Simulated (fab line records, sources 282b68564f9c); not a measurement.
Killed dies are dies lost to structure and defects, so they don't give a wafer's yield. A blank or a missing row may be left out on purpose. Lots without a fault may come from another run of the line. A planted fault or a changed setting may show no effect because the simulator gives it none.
A struck lot beside a sound one | flow rit_cmos | 27 steps out of a route of 202
Sound: wafers L254.2, L254.3, L254.6. Struck: wafers L261.1, L261.4, L261.6. The cause comes at the end.
At each step with rows: each side's tool, then ch and its chambers, then its first start. Under that, the readings that differ: sound wafers | struck wafers | difference of the means | sigmas: that difference in standard deviations of wafers without a fault.
alike: readings whose means differ by less than 2 such deviations, and words and numbers that are the same on both sides. not compared: withheld readings, readings that some wafer has no value for, bounds like >300 that may hide the same value, and numbers for which the record gives no deviation and whose values overlap.
The two part at a step that has a row with sigmas, a row that says differs or no value, or rows on one side only. Numbers that don't overlap but have no deviation are shown without sigmas and don't part them. A reading that every wafer of one side lacks parts them only if that side has two wafers or more.

RIT_ACTIVE_BOW_MEAS_00:
  sound on film_metro-04, day 3 02:01; struck on film_metro-01, day 4 13:00
  alike: INCOMING_BOW
RIT_ACTIVE_OXIDATION_01: target thk 46.8 nm, ox time 3360 s.
  sound on furnace-03 ch 0, day 3 02:53; struck on furnace-03 ch 0, day 4 13:07
  reading                                       | sound             | struck            | difference | sigmas
  ox_time_s (s)                                 | 3360 3360 3360    | 2688 2688 2688    | -672       |
  model.SiO2_of_ACTIVE_OXIDATION_01.thk_nm (nm) | 47.78 48.01 47.95 | 41.04 41.33 41.22 | -6.72      |
  alike: spike_tc_source_C, tube_center_temp_C_max, zone_power_source_pct
RIT_ACTIVE_THK_MEAS_02:
  sound on film_metro-03, day 3 04:50; struck on film_metro-01, day 4 15:17
  reading               | sound          | struck         | difference | sigmas
  ACTIVE_OXIDE_THK (nm) | 47.8 48.0 47.9 | 41.0 41.3 41.2 | -6.7       | -7
  not compared: hold
RIT_ACTIVE_THK_MEAS_04:
  sound on film_metro-01, day 3 07:01; struck on film_metro-01, day 4 18:25
  alike: ACTIVE_NITRIDE_THK
then, 6 steps without rows for these wafers: RIT_ACTIVE_HMDS_05 (prime time 60 s); RIT_ACTIVE_COAT_06 (resist thk 1000 nm); RIT_ACTIVE_SOFTBAKE_07 (time 60 s); RIT_ACTIVE_EXPOSE_08 (exposes mask M1, target cd 1400 nm); RIT_ACTIVE_PEB_09; RIT_ACTIVE_DEVELOP_10 (develop time 50 s).
RIT_ACTIVE_CD_MEAS_11: target cd 1400 nm.
  sound on cd_sem-01, day 3 08:04; struck on cd_sem-01, day 4 19:45
  alike: cd_nm
then, 1 step without rows for these wafers: RIT_ACTIVE_HARDBAKE_12 (time 60 s).
RIT_ACTIVE_ETCH_13: etches Si3N4 in SF6, stops on SiO2, time 210 s, target depth 210 nm.
  sound on rie_diel-02 ch 0,1,2, day 3 08:19; struck on rie_diel-03 ch 1,2,3, day 4 20:01
  alike: drypump_motor_current_A, oes_product_au, rf_fwd_power_W, throttle_valve_pct
  not compared: rf_hours_counter_h
RIT_ACTIVE_STRIP_14: strips in O2, time 180 s.
  sound on plasma_asher-04 ch 1, day 3 08:26; struck on plasma_asher-04 ch 0,1, day 4 20:09
  alike: drypump_motor_current_A
  not compared: rf_hours_counter_h
RIT_ACTIVE_CD_MEAS_90: target cd 1400 nm.
  sound on cd_sem-02, day 3 08:38; struck on cd_sem-02, day 4 20:22
  alike: cd_nm
then, 4 steps without rows for these wafers: RIT_ACTIVE_CLEAN_15 (cleans in SC1, time 600 s); RIT_ACTIVE_CLEAN_16 (cleans in dHF, time 30 s); RIT_ACTIVE_CLEAN_17 (cleans in SC2, time 600 s); RIT_FOX1_OXIDATION_00 (target thk 350.7 nm, ox time 1130 s).
RIT_FOX1_THK_MEAS_01:
  sound on film_metro-02, day 3 10:46; struck on film_metro-02, day 4 22:11
  alike: FOX1_OXIDE_THK
then, 2 steps without rows for these wafers: RIT_FOX1_WET_ETCH_02 (etches SiO2 in BOE, target depth 350 nm, time 377.4 s); RIT_FOX2_OXIDATION_00 (target thk 350.7 nm, ox time 1130 s).
RIT_FOX2_THK_MEAS_01:
  sound on film_metro-04, day 3 12:16; struck on film_metro-02, day 4 23:41
  reading             | sound       | struck      | difference | sigmas
  FOX2_OXIDE_THK (nm) | 344 347 344 | 361 353 354 | +11        | +2
then, 1 step without rows for these wafers: RIT_FOX2_CLEAN_02 (cleans in dHF, time 180 s).
RIT_FOX2_WET_ETCH_03: etches Si3N4 in H3PO4, target depth 195 nm, time 2700 s.
  sound on wet_bench-01 ch 1, day 3 12:22; struck on wet_bench-03 ch 3, day 4 23:59
  reading                                       | sound             | struck            | difference | sigmas
  model.SiO2_of_ACTIVE_OXIDATION_01.thk_nm (nm) | 42.08 42.33 42.33 | 36.53 36.78 36.69 | -5.58      |
RIT_FOX2_THK_MEAS_90:
  sound on film_metro-03, day 3 13:08; struck on film_metro-02, day 5 00:48
  reading                     | sound       | struck      | difference | sigmas
  FIELD_OXIDE_LEFT_1_THK (nm) | 316 319 316 | 334 325 327 | +12        | +2
then, 1 step without rows for these wafers: RIT_M1_PROBE_99.

WHERE THEY PART
First at RIT_ACTIVE_THK_MEAS_02; last, within this record, at RIT_FOX2_THK_MEAS_90.

WHY: what the simulator had put in
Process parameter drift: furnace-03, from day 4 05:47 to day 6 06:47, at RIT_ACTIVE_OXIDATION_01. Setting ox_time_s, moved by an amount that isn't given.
